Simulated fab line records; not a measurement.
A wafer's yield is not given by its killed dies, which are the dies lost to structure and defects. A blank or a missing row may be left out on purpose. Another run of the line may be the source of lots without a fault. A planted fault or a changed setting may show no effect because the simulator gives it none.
fab line records	flow berkeley_cmos170	part 1 of 2: steps 1 to 33 of 44
record: lots: 5	wafers: 15	last_day: 11
route steps=331 shown ACTIVE@77 PFIELD@79 FIELD@89 SACOX@97 SCREENOX@100 NVT@104 PVT@115
lots untouched by any fault: they come from a run of this same line in which no faults occurred
start_h: hours from the record's opening day to when the first of the lot's shown wafers began	wait_h: hours from the lot's prior step to this one	" repeats the value in the row above	L1.1+2: a row that stands for several wafers	- no value present, or no start provided	* or withheld: withheld	< > ~ a bound
route shown NAME@n: names a module that has steps shown in the file, with the first one's number in the route	usual: average and standard deviation across the fault-free wafers	same: alike in all rows	chamber/n: place in a boat	sites: each site's reading	_std_site: their standard deviation	_edge_site: mean of outer sites minus mean of inner sites	radius_mm: for every site, how far away it sits from the centre of the wafer	mask NAME#n: copy n	behind: the last tool/chamber to shape the wafer	hold: reason for holding the lot/hours on hold/outcome of the hold	device: names the non-switching transistor (n, p or np)	end of line: at the end of the route, the tests of the same wafers	for a step that has no rows: nothing shown but its recipe	killed: count of dies lost to structure and defects at first sort (not the wafer's yield)	map: shows each die of a wafer: x if killed, . if not, _ if none is there
set.NAME: the setting the step ran with; set.NAME@STEP: the setting that earlier step ran with	model.NAME: the simulator's own value behind a step, which no gauge read
a table for each step, a row for each wafer; lots at some steps of the route
services: the hour from which a tool's chamber was out of use, counted from the record's first day as start_h (under 0 if before that day), plus the number of hours and why
== steps ==
step: UCB170_ACTIVE_CD_MEAS_90
recipe: target_cd_nm: 1200
usual: cd_nm: 1199.2/1.3
lot.wafer	tool	chamber	start_h	wait_h	cd_nm
L075.2	cd_sem-01	-	87.71	0.1	1199.9
L075.4	"	-	"	"	1198.6
L075.5	"	-	"	"	1199.8
L076.1	cd_sem-02	-	95.33	0.1	1198.8
L076.3	"	-	"	"	1198.4
L076.4	"	-	"	"	1198.1
L091.1	cd_sem-02	-	159.78	0.1	1197.6
L091.2	"	-	"	"	1197.5
L091.5	"	-	"	"	1197.6
L094.1	cd_sem-01	-	178.79	0.1	1200.0
L094.2	"	-	"	"	1200.0
L094.3	"	-	"	"	1199.7
L095.1	cd_sem-02	-	184.60	0.1	1200.3
L095.3	"	-	"	"	1201.2
L095.6	"	-	"	"	1201.0
step: UCB170_ACTIVE_CLEAN_17
recipe: chemistry: SPM	temp_c: 120	time_s: 600
usual: temp_c: 120.02/0.14
lot.wafer	tool	chamber	start_h	wait_h	temp_c
L075.2	wet_bench-03	0	87.81	0.1	119.86
L075.4	"	0	"	"	119.98
L075.5	"	0	"	"	120.05
L076.1	wet_bench-03	0	95.47	0.1	120.11
L076.3	"	0	"	"	120.00
L076.4	"	0	"	"	119.98
L091.1	wet_bench-02	1	159.90	0.1	119.76
L091.2	"	1	"	"	119.97
L091.5	"	1	"	"	119.89
L094.1	wet_bench-02	0	178.91	0.1	120.04
L094.2	"	0	"	"	120.16
L094.3	"	0	"	"	120.15
L095.1	wet_bench-02	0	185.35	0.7	119.81
L095.3	"	0	"	"	119.77
L095.6	"	0	"	"	119.92
step: UCB170_PFIELD_HMDS_00
recipe: prime_time_s: 60	prime_temp_c: 100
lot.wafer	tool	chamber	start_h	wait_h
L075.2+4+5	litho_track-01	0	88.21	0.2
L076.1+3+4	litho_track-02	0	95.64	0.0
L091.1+2+5	litho_track-01	0	160.08	0.0
L094.1+2+3	litho_track-04	0	179.10	0.0
L095.1+3+6	litho_track-01	0	185.69	0.1
step: UCB170_PFIELD_COAT_01
recipe: resist: KrF	spin_rpm: 1500	resist_thk_nm: 900
usual: spin_speed_rpm: 1499.8/1
lot.wafer	tool	chamber	start_h	wait_h	spin_speed_rpm
L075.2	litho_track-01	0	88.36	0.1	1498.9
L075.4	"	0	"	"	1500.0
L075.5	"	0	"	"	1497.8
L076.1	litho_track-02	0	95.79	0.1	1499.5
L076.3	"	0	"	"	1498.4
L076.4	"	0	"	"	1498.9
L091.1	litho_track-01	0	160.23	0.1	1500.3
L091.2	"	0	"	"	1500.9
L091.5	"	0	"	"	1499.5
L094.1	litho_track-04	0	179.25	0.1	1499.9
L094.2	"	0	"	"	1500.6
L094.3	"	0	"	"	1501.1
L095.1	litho_track-01	0	185.84	0.1	1499.7
L095.3	"	0	"	"	1499.3
L095.6	"	0	"	"	1499.7
step: UCB170_PFIELD_SOFTBAKE_02
recipe: resist: KrF	temp_c: 129.6	time_s: 60
lot.wafer	tool	chamber	start_h	wait_h
L075.2+4+5	litho_track-01	0	88.51	0.1
L076.1+3+4	litho_track-02	0	95.94	0.1
L091.1+2+5	litho_track-01	0	160.38	0.1
L094.1+2+3	litho_track-04	0	179.40	0.1
L095.1+3+6	litho_track-01	0	185.99	0.1
step: UCB170_PFIELD_EXPOSE_03
recipe: mask_id: PFIELD	na: 0.5	sigma_outer: 0.6	source_shape: conventional	target_cd_nm: 1500	dose_mj: 30
lot.wafer	tool	chamber	start_h	wait_h	mask
L075.2+4+5	krf_scanner-01	0	88.66	0.1	PFIELD#0
L076.1+3+4	krf_scanner-02	0	96.22	0.2	PFIELD#0
L091.1+2+5	krf_scanner-02	0	160.70	0.3	PFIELD#0
L094.1+2+3	krf_scanner-02	0	179.68	0.2	PFIELD#0
L095.1+3+6	krf_scanner-02	0	186.47	0.5	PFIELD#0
step: UCB170_PFIELD_PEB_04
recipe: peb_temp_c: 130	peb_time_s: withheld	resist: KrF
lot.wafer	tool	chamber	start_h	wait_h
L075.2+4+5	litho_track-01	0	89.11	0.4
L076.1+3+4	litho_track-02	0	96.33	0.1
L091.1+2+5	litho_track-02	0	160.96	0.2
L094.1+2+3	litho_track-04	0	179.79	0.1
L095.1+3+6	litho_track-02	0	186.59	0.1
step: UCB170_PFIELD_DEVELOP_05
recipe: developer: TMAH	develop_time_s: 45	resist: KrF	dev_temp_c: 21
usual: developer_temp_C: 21.00/0.11
lot.wafer	tool	chamber	start_h	wait_h	developer_temp_C
L075.2	litho_track-01	0	-	-	21.02
L075.4	"	0	"	"	21.09
L075.5	"	0	"	"	20.95
L076.1	litho_track-02	0	-	-	20.92
L076.3	"	0	"	"	21.07
L076.4	"	0	"	"	21.06
L091.1	litho_track-02	0	-	-	20.91
L091.2	"	0	"	"	20.86
L091.5	"	0	"	"	20.79
L094.1	litho_track-04	0	-	-	20.90
L094.2	"	0	"	"	20.99
L094.3	"	0	"	"	21.16
L095.1	litho_track-02	0	-	-	21.01
L095.3	"	0	"	"	21.15
L095.6	"	0	"	"	21.05
step: UCB170_PFIELD_OVL_MEAS_06
usual: PFIELD_OVL: 1/6.1
lot.wafer	tool	chamber	start_h	wait_h	PFIELD_OVL[nm]
L075.2	overlay-01	-	89.39	-	-5
L075.4	"	-	"	"	-1
L075.5	"	-	"	"	-3
L076.1	overlay-01	-	96.61	-	-7
L076.3	"	-	"	"	-8
L076.4	"	-	"	"	-5
L091.1	overlay-02	-	161.23	-	-6
L091.2	"	-	"	"	2
L091.5	"	-	"	"	-2
L094.1	overlay-02	-	180.07	-	-6
L094.2	"	-	"	"	1
L094.3	"	-	"	"	4
L095.1	overlay-01	-	186.86	-	13
L095.3	"	-	"	"	9
L095.6	"	-	"	"	4
step: UCB170_PFIELD_IMPLANT_07
recipe: species: B	dose_cm2: 2e+13	energy_kev: 80	tilt_deg: 7
usual: dose_ions_cm2: 2.0001e+13/2.2e+10	faraday_current_uA: 63.5/1.4
lot.wafer	tool	chamber	start_h	wait_h	dose_ions_cm2	faraday_current_uA
L075.2	implanter-01	0	89.45	0.0	1.9986e+13	63.9
L075.4	"	0	"	"	2e+13	63.1
L075.5	"	0	"	"	1.9996e+13	63.9
L076.1	implanter-02	0	96.64	0.0	1.9983e+13	64.0
L076.3	"	0	"	"	2.0003e+13	66.5
L076.4	"	0	"	"	2.0007e+13	65.5
L091.1	implanter-04	0	161.27	0.0	2.0026e+13	61.6
L091.2	"	0	"	"	1.998e+13	63.7
L091.5	"	0	"	"	1.9992e+13	62.9
L094.1	implanter-04	0	180.10	0.0	1.9996e+13	63.2
L094.2	"	0	"	"	1.9988e+13	61.2
L094.3	"	0	"	"	1.9999e+13	64.5
L095.1	implanter-01	0	186.90	0.0	1.9983e+13	62.9
L095.3	"	0	"	"	2.001e+13	63.8
L095.6	"	0	"	"	1.9999e+13	61.7
step: UCB170_PFIELD_STRIP_08
recipe: chemistry: O2	power_w: 400	pressure_mtorr: 3500	platen_temp_c: withheld	o2_flow_sccm: 400	overash_fraction: 0.5
usual: drypump_motor_current_A: 5.7/0.39	oes_product_au: 0.734/0.0049	strip_time_to_endpoint_s: 21.64/0.051
lot.wafer	tool	chamber	start_h	wait_h	drypump_motor_current_A	oes_product_au	rf_hours_counter_h	strip_time_to_endpoint_s
L075.2	plasma_asher-01	1	89.57	0.1	5.6	0.740	39	21.63
L075.4	"	0	"	"	5.2	0.737	-	21.62
L075.5	"	1	"	"	5.6	0.729	-	21.51
L076.1	plasma_asher-01	1	96.79	0.1	5.6	0.735	40	21.62
L076.3	"	0	"	"	5.2	0.735	-	21.61
L076.4	"	1	"	"	5.6	0.737	-	21.64
L091.1	plasma_asher-04	0	161.42	0.1	6.4	0.732	1	21.62
L091.2	"	1	"	"	6.1	0.737	1	21.57
L091.5	"	1	"	"	6.1	0.737	-	21.61
L094.1	plasma_asher-01	0	180.25	0.1	5.2	0.730	51	21.65
L094.2	"	1	"	"	5.6	0.740	51	21.66
L094.3	"	0	"	"	5.2	0.731	-	21.68
L095.1	plasma_asher-03	0	187.05	0.1	5.6	0.731	48	21.63
L095.3	"	0	"	"	5.6	0.735	-	21.68
L095.6	"	0	"	"	5.6	0.733	-	21.67
step: UCB170_PFIELD_TW_MEAS_09
usual: PFIELD_TW: 604/4.7
lot.wafer	tool	chamber	start_h	wait_h	PFIELD_TW
L075.2	film_metro-04	-	89.68	0.1	605
L075.4	"	-	"	"	606
L075.5	"	-	"	"	611
L076.1	film_metro-04	-	96.89	0.1	611
L076.3	"	-	"	"	607
L076.4	"	-	"	"	608
L091.1	film_metro-03	-	161.52	0.1	601
L091.2	"	-	"	"	601
L091.5	"	-	"	"	604
L094.1	film_metro-04	-	180.35	0.1	606
L094.2	"	-	"	"	610
L094.3	"	-	"	"	605
L095.1	film_metro-03	-	187.15	0.1	611
L095.3	"	-	"	"	609
L095.6	"	-	"	"	610
step: UCB170_FIELD_CLEAN_00
recipe: chemistry: dHF	dilution: 25:1	time_s: 7.5
lot.wafer	tool	chamber	start_h	wait_h
L075.2+4+5	wet_bench-04	1	90.80	1.1
L076.1+3+4	wet_bench-04	0	96.95	0.1
L091.1+2+5	wet_bench-04	2	161.58	0.1
L094.1+2+3	wet_bench-02	1	180.41	0.1
L095.1+3+6	wet_bench-01	1	187.21	0.1
step: UCB170_FIELD_OXIDATION_01
recipe: temp_c: 1000	ambient: H2O	p_h2o_torr: 584.62	target_thk_a: 5583	ox_time_s: 7200
same: ox_time_s: 7200
lot.wafer	tool	chamber	start_h	wait_h
L075.2+4+5	furnace-03	0	92.95	2.1
L076.1+3+4	furnace-03	0	99.96	3.0
L091.1+2+5	furnace-03	0	165.40	3.8
L094.1+2+3	furnace-03	0	183.70	3.3
L095.1+3+6	furnace-03	0	190.79	3.6
step: UCB170_FIELD_THK_MEAS_02
recipe: reads: SiO2_of_FIELD_OXIDATION_01
usual: FIELD_OXIDE_THK: 557/9.9
lot.wafer	tool	chamber	start_h	wait_h	FIELD_OXIDE_THK[nm]
L075.2	film_metro-04	-	95.96	0.0	560
L075.4	"	-	"	"	557
L075.5	"	-	"	"	566
L076.1	film_metro-01	-	102.96	0.0	563
L076.3	"	-	"	"	555
L076.4	"	-	"	"	559
L091.1	film_metro-03	-	168.40	0.0	548
L091.2	"	-	"	"	553
L091.5	"	-	"	"	539
L094.1	film_metro-03	-	186.70	0.0	565
L094.2	"	-	"	"	560
L094.3	"	-	"	"	550
L095.1	film_metro-03	-	193.79	0.0	558
L095.3	"	-	"	"	557
L095.6	"	-	"	"	547
step: UCB170_FIELD_ANNEAL_03
recipe: temp_c: 1000	time_s: 1200	ambient: N2
lot.wafer	tool	chamber	start_h	wait_h
L075.2+4+5	furnace-02	0	99.21	3.2
L076.1+3+4	furnace-01	0	105.01	2.0
L091.1+2+5	furnace-03	0	172.75	4.3
L094.1+2+3	furnace-03	0	189.45	2.7
L095.1+3+6	furnace-03	0	195.14	1.3
step: UCB170_FIELD_WET_ETCH_04
recipe: chemistry: dHF	dilution: 10:1	target: SiO2	temp_c: 25	time_s: 60
usual: temp_c: 25.00/0.1
lot.wafer	tool	chamber	start_h	wait_h	temp_c
L075.2	wet_bench-04	3	100.54	0.0	25.06
L075.4	"	3	"	"	25.17
L075.5	"	3	"	"	25.08
L076.1	wet_bench-01	2	106.34	0.0	24.97
L076.3	"	2	"	"	25.07
L076.4	"	2	"	"	25.02
L091.1	wet_bench-02	1	174.09	0.0	25.06
L091.2	"	1	"	"	25.08
L091.5	"	1	"	"	25.03
L094.1	wet_bench-04	2	190.79	0.0	25.06
L094.2	"	2	"	"	25.06
L094.3	"	2	"	"	24.94
L095.1	wet_bench-02	1	196.47	0.0	24.94
L095.3	"	1	"	"	25.11
L095.6	"	1	"	"	25.16
step: UCB170_FIELD_WET_ETCH_05
recipe: chemistry: H3PO4	target: Si3N4	temp_c: 160	time_s: 12600
usual: temp_c: 159.94/0.15
lot.wafer	tool	chamber	start_h	wait_h	temp_c
L075.2	wet_bench-04	2	100.57	0.0	159.99
L075.4	"	2	"	"	159.82
L075.5	"	2	"	"	159.88
L076.1	wet_bench-01	0	106.37	0.0	159.90
L076.3	"	0	"	"	160.00
L076.4	"	0	"	"	159.83
L091.1	wet_bench-02	2	174.12	0.0	159.77
L091.2	"	2	"	"	159.96
L091.5	"	2	"	"	159.71
L094.1	wet_bench-04	1	190.81	0.0	159.95
L094.2	"	1	"	"	159.72
L094.3	"	1	"	"	159.78
L095.1	wet_bench-01	2	196.50	0.0	159.84
L095.3	"	2	"	"	160.08
L095.6	"	2	"	"	160.02
step: UCB170_FIELD_WET_ETCH_06
recipe: chemistry: BOE	dilution: 5:1	target: SiO2	temp_c: 25	time_s: 22
usual: temp_c: 24.99/0.095
lot.wafer	tool	chamber	start_h	wait_h	temp_c
L075.2	wet_bench-04	2	104.66	0.3	24.97
L075.4	"	2	"	"	24.91
L075.5	"	2	"	"	25.04
L076.1	wet_bench-01	1	110.05	0.2	25.22
L076.3	"	1	"	"	24.82
L076.4	"	1	"	"	24.95
L091.1	wet_bench-04	1	177.94	0.0	24.93
L091.2	"	1	"	"	24.93
L091.5	"	1	"	"	25.01
L094.1	wet_bench-04	0	194.32	0.0	24.99
L094.2	"	0	"	"	24.98
L094.3	"	0	"	"	24.77
L095.1	wet_bench-04	2	200.67	0.0	24.95
L095.3	"	2	"	"	24.88
L095.6	"	2	"	"	24.85
step: UCB170_FIELD_THK_MEAS_90
recipe: reads: SiO2_of_FIELD_OXIDATION_01
usual: FIELD_OXIDE_LEFT_1_THK: 440/9.9
lot.wafer	tool	chamber	start_h	wait_h	FIELD_OXIDE_LEFT_1_THK[nm]
L075.2	film_metro-04	-	104.68	0.0	445
L075.4	"	-	"	"	443
L075.5	"	-	"	"	451
L076.1	film_metro-01	-	110.06	0.0	446
L076.3	"	-	"	"	438
L076.4	"	-	"	"	443
L091.1	film_metro-03	-	177.96	0.0	432
L091.2	"	-	"	"	436
L091.5	"	-	"	"	422
L094.1	film_metro-01	-	194.34	0.0	449
L094.2	"	-	"	"	444
L094.3	"	-	"	"	433
L095.1	film_metro-04	-	200.69	0.0	442
L095.3	"	-	"	"	440
L095.6	"	-	"	"	431
step: UCB170_SACOX_CLEAN_00
recipe: chemistry: dHF	dilution: 25:1	time_s: 7.5
lot.wafer	tool	chamber	start_h	wait_h
L075.2+4+5	wet_bench-03	2	104.73	0.0
L076.1+3+4	wet_bench-04	1	110.15	0.1
L091.1+2+5	wet_bench-04	1	178.02	0.1
L094.1+2+3	wet_bench-03	1	194.40	0.1
L095.1+3+6	wet_bench-03	0	200.75	0.1
step: UCB170_SACOX_OXIDATION_01
recipe: temp_c: 900	ambient: O2	target_thk_a: 144	ox_time_s: 2400
same: ox_time_s: 2400
lot.wafer	tool	chamber	start_h	wait_h
L075.2+4+5	furnace-04	0	106.21	1.5
L076.1+3+4	furnace-02	0	111.74	1.6
L091.1+2+5	furnace-03	0	182.04	4.0
L094.1+2+3	furnace-03	0	196.47	2.1
L095.1+3+6	furnace-02	0	202.75	2.0
step: UCB170_SACOX_THK_MEAS_02
recipe: reads: SiO2_of_SACOX_OXIDATION_01
usual: SACOX_OXIDE_THK: 14.35/0.27
lot.wafer	tool	chamber	start_h	wait_h	SACOX_OXIDE_THK[nm]
L075.2	film_metro-02	-	107.89	0.0	14.44
L075.4	"	-	"	"	14.09
L075.5	"	-	"	"	14.22
L076.1	film_metro-02	-	113.41	0.0	14.06
L076.3	"	-	"	"	13.93
L076.4	"	-	"	"	14.06
L091.1	film_metro-02	-	183.70	0.0	14.18
L091.2	"	-	"	"	14.10
L091.5	"	-	"	"	14.11
L094.1	film_metro-03	-	198.14	0.0	14.41
L094.2	"	-	"	"	14.42
L094.3	"	-	"	"	14.40
L095.1	film_metro-01	-	204.42	0.0	13.66
L095.3	"	-	"	"	14.04
L095.6	"	-	"	"	13.91
step: UCB170_SCREENOX_WET_ETCH_00
recipe: chemistry: dHF	dilution: 25:1	target: SiO2	temp_c: 25	time_s: 200
usual: temp_c: 24.97/0.1
lot.wafer	tool	chamber	start_h	wait_h	temp_c
L075.2	wet_bench-04	0	108.15	0.3	24.88
L075.4	"	0	"	"	24.89
L075.5	"	0	"	"	24.97
L076.1	wet_bench-04	1	113.47	0.1	24.89
L076.3	"	1	"	"	24.86
L076.4	"	1	"	"	24.94
L091.1	wet_bench-04	2	183.76	0.1	25.15
L091.2	"	2	"	"	24.97
L091.5	"	2	"	"	25.00
L094.1	wet_bench-03	3	198.20	0.1	24.98
L094.2	"	3	"	"	24.81
L094.3	"	3	"	"	24.89
L095.1	wet_bench-04	0	204.48	0.1	24.89
L095.3	"	0	"	"	24.94
L095.6	"	0	"	"	24.94
step: UCB170_SCREENOX_OXIDATION_01
recipe: temp_c: 900	ambient: O2	target_thk_a: 144	ox_time_s: 2361
same: ox_time_s: 2361
lot.wafer	tool	chamber	start_h	wait_h
L075.2+4+5	furnace-04	0	110.48	2.3
L076.1+3+4	furnace-01	0	116.94	3.4
L091.1+2+5	furnace-01	0	186.56	2.7
L094.1+2+3	furnace-01	0	198.51	0.2
L095.1+3+6	furnace-04	0	207.62	3.1
step: UCB170_SCREENOX_THK_MEAS_02
recipe: reads: SiO2_of_SCREENOX_OXIDATION_01
usual: SCREENOX_OXIDE_THK: 14.2/0.33
lot.wafer	tool	chamber	start_h	wait_h	SCREENOX_OXIDE_THK[nm]
L075.2	film_metro-04	-	112.15	0.0	14.9
L075.4	"	-	"	"	14.6
L075.5	"	-	"	"	14.6
L076.1	film_metro-02	-	118.61	0.0	14.2
L076.3	"	-	"	"	14.3
L076.4	"	-	"	"	14.1
L091.1	film_metro-02	-	188.22	0.0	14.4
L091.2	"	-	"	"	14.2
L091.5	"	-	"	"	14.5
L094.1	film_metro-01	-	200.17	0.0	14.0
L094.2	"	-	"	"	13.8
L094.3	"	-	"	"	13.8
L095.1	film_metro-01	-	209.28	0.0	14.4
L095.3	"	-	"	"	14.5
L095.6	"	-	"	"	14.3
step: UCB170_SCREENOX_ANNEAL_03
recipe: temp_c: 900	time_s: 900	ambient: N2
lot.wafer	tool	chamber	start_h	wait_h
L075.2+4+5	furnace-02	0	116.01	3.8
L076.1+3+4	furnace-04	0	121.16	2.5
L091.1+2+5	furnace-04	0	191.85	3.6
L094.1+2+3	furnace-02	0	201.50	1.3
L095.1+3+6	furnace-01	0	211.61	2.3
step: UCB170_NVT_HMDS_00
recipe: prime_time_s: 60	prime_temp_c: 100
lot.wafer	tool	chamber	start_h	wait_h
L075.2+4+5	litho_track-03	0	117.28	0.0
L076.1+3+4	litho_track-01	0	122.66	0.3
L091.1+2+5	litho_track-02	0	193.51	0.4
L094.1+2+3	litho_track-02	0	202.75	0.0
L095.1+3+6	litho_track-01	0	213.21	0.3
step: UCB170_NVT_COAT_01
recipe: resist: KrF	spin_rpm: 1500	resist_thk_nm: 900
usual: spin_speed_rpm: 1499.9/0.97
lot.wafer	tool	chamber	start_h	wait_h	spin_speed_rpm
L075.2	litho_track-03	0	117.43	0.1	1499.6
L075.4	"	0	"	"	1501.4
L075.5	"	0	"	"	1500.1
L076.1	litho_track-01	0	122.81	0.1	1499.7
L076.3	"	0	"	"	1500.5
L076.4	"	0	"	"	1500.2
L091.1	litho_track-02	0	193.66	0.1	1500.9
L091.2	"	0	"	"	1498.9
L091.5	"	0	"	"	1500.3
L094.1	litho_track-02	0	202.90	0.1	1499.0
L094.2	"	0	"	"	1499.8
L094.3	"	0	"	"	1501.7
L095.1	litho_track-01	0	213.36	0.1	1498.8
L095.3	"	0	"	"	1501.2
L095.6	"	0	"	"	1500.7
step: UCB170_NVT_SOFTBAKE_02
recipe: resist: KrF	temp_c: 130	time_s: 60
lot.wafer	tool	chamber	start_h	wait_h
L075.2+4+5	litho_track-03	0	117.58	0.1
L076.1+3+4	litho_track-01	0	122.96	0.1
L091.1+2+5	litho_track-02	0	193.81	0.1
L094.1+2+3	litho_track-02	0	203.05	0.1
L095.1+3+6	litho_track-01	0	213.51	0.1
step: UCB170_NVT_EXPOSE_03
recipe: mask_id: PWELL	target_cd_nm: 3000	na: 0.5	sigma_outer: 0.6	source_shape: conventional	dose_mj: 30
lot.wafer	tool	chamber	start_h	wait_h	mask
L075.2+4+5	krf_scanner-01	0	117.73	0.1	PWELL#0
L076.1+3+4	krf_scanner-02	0	123.24	0.2	PWELL#0
L091.1+2+5	krf_scanner-02	0	193.96	0.1	PWELL#0
L094.1+2+3	krf_scanner-01	0	203.50	0.4	PWELL#0
L095.1+3+6	krf_scanner-02	0	213.78	0.2	PWELL#0
step: UCB170_NVT_PEB_04
recipe: peb_temp_c: 130	peb_time_s: withheld	resist: KrF
lot.wafer	tool	chamber	start_h	wait_h
L075.2+4+5	litho_track-01	0	117.85	0.1
L076.1+3+4	litho_track-01	0	123.84	0.6
L091.1+2+5	litho_track-03	0	194.24	0.3
L094.1+2+3	litho_track-01	0	203.74	0.2
L095.1+3+6	litho_track-03	0	214.26	0.5
step: UCB170_NVT_DEVELOP_05
recipe: developer: TMAH	develop_time_s: 45	resist: KrF	dev_temp_c: 21
usual: developer_temp_C: 20.99/0.087
lot.wafer	tool	chamber	start_h	wait_h	developer_temp_C
L075.2	litho_track-01	0	-	-	21.15
L075.4	"	0	"	"	21.10
L075.5	"	0	"	"	21.07
L076.1	litho_track-01	0	-	-	21.10
L076.3	"	0	"	"	20.95
L076.4	"	0	"	"	21.03
L091.1	litho_track-03	0	-	-	21.03
L091.2	"	0	"	"	21.04
L091.5	"	0	"	"	21.01
L094.1	litho_track-01	0	-	-	20.87
L094.2	"	0	"	"	20.95
L094.3	"	0	"	"	20.96
L095.1	litho_track-03	0	-	-	21.05
L095.3	"	0	"	"	20.88
L095.6	"	0	"	"	20.93
